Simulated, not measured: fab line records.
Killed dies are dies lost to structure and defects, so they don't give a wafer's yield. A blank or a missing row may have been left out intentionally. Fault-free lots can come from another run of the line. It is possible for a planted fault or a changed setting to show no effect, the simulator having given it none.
Problem report in the 8D (eight disciplines) form, filled by code ; flow rit_cmos ; the parts of the form that need people (team, actions taken, sign-off) are left out

== 1. PROBLEM STATEMENT ==
On 2 wafers of 1 lot, killed_at_front_end at RIT_M1_PROBE_99 has a mean of 264; fault-free wafers read 7, standard deviation 3. Relative to the usual mean, that is a shift of +86 standard deviations.
First seen on wafer L807.3, day 8 02:26, on prober-01. The record holds 39 wafers of 13 lots with a number at this step. Rule for "out", or "out of limits": more than 4 standard deviations from the usual mean. The other wafers with a number count as sound.

== 2. WHAT IT IS, WHAT IT ISN'T ==
question;is;is not
which readings at this step;killed_at_front_end, killed_dies, killed_on_rim;killed_at_M0_to_M3, killed_at_contacts, killed_open, killed_short
which lots;L807;L787, L789, L790, L791, L798, L801, L802, L803, L805, L806, L808, L810
which wafers of those lots;L807.3, L807.6;L807.4
read on which tools;prober-01;prober-02
when;from day 8 02:26;"up to then (30 sound wafers); but 7 sound wafers of L807, L808, L810 came after"

== 3. SUSPECTS, AND WHAT RULES EACH OUT ==
Counting: any tool at a process step up to the reading remains a suspect provided it ran every lot that is out. Sound lots after the first of them don't rule it out here, since some wafers of a struck lot are sound.
- rie_si-02 at RIT_GATE_ETCH_19 (etches poly-Si in SF6/CHF3/O2, stops on SiO2, time 165 s, target depth 312.5 nm): kept. It processed L807, the lot that is out, at day 7 03:53, and its most recent sound lot before then was L805 at day 6 13:28.
- prober-01 at RIT_M1_PROBE_99: kept. It processed L807, the lot that is out, at day 8 02:26, and its most recent sound lot before then was L805 at day 7 11:26. Out on those wafers are its own readings of killed_at_front_end, killed_dies, killed_on_rim.
- Within rie_si-02 at RIT_GATE_ETCH_19: the wafers that are out ran in chamber 1; their sound lot-mates ran in chamber 0.
Left after counting: rie_si-02 at RIT_GATE_ETCH_19, prober-01 at RIT_M1_PROBE_99.

== 4. THE CAUSE (what the simulator had put in) ==
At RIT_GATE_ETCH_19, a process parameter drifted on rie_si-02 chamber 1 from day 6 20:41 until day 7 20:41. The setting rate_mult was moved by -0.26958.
Of the 2 suspects that counting leaves, this tool is one.

== 5. THE EFFECT CHAIN, in route order ==
Rows list readings where the struck wafers' mean (over those with a number) sits beyond 3 standard deviations from the usual. Only readings whose record carries a usual standard deviation are examined. hours: median over the lots of the time between each lot's start at the first step of this table that gives one and its start at this step. sigmas: the change, counted in usual standard deviations.
hours;step;reading;usual;on struck wafers;change;sigmas
0;RIT_GATE_ETCH_19;oes_product_au;0.852 a.u.;0.808;-0.044;-3.1
23;RIT_M1_PROBE_99;killed_at_front_end;7;264;+257;+86
23;RIT_M1_PROBE_99;killed_dies;7;264;+257;+86
23;RIT_M1_PROBE_99;killed_on_rim;2.0;70.0;+68.0;+52
It contains these process steps:
- RIT_GATE_ETCH_19: etches poly-Si in SF6/CHF3/O2, stops on SiO2, time 165 s, target depth 312.5 nm.
- RIT_M1_PROBE_99

== 6. WHAT WOULD HAVE CAUGHT IT SOONER ==
The fault began at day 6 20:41; the first out-of-limits reading in this record came at day 8 02:26, 30 hours later.
An alarm limit of 4 standard deviations would not have fired on the tool readings at RIT_GATE_ETCH_19 for which the record gives a usual standard deviation, since none of them was out on any struck wafer.
By day 8 02:26 the whole set of lots that are out, 1 in number, had already begun RIT_GATE_ETCH_19 on rie_si-02. Had the tool been put on hold then, not one of them would have been saved.
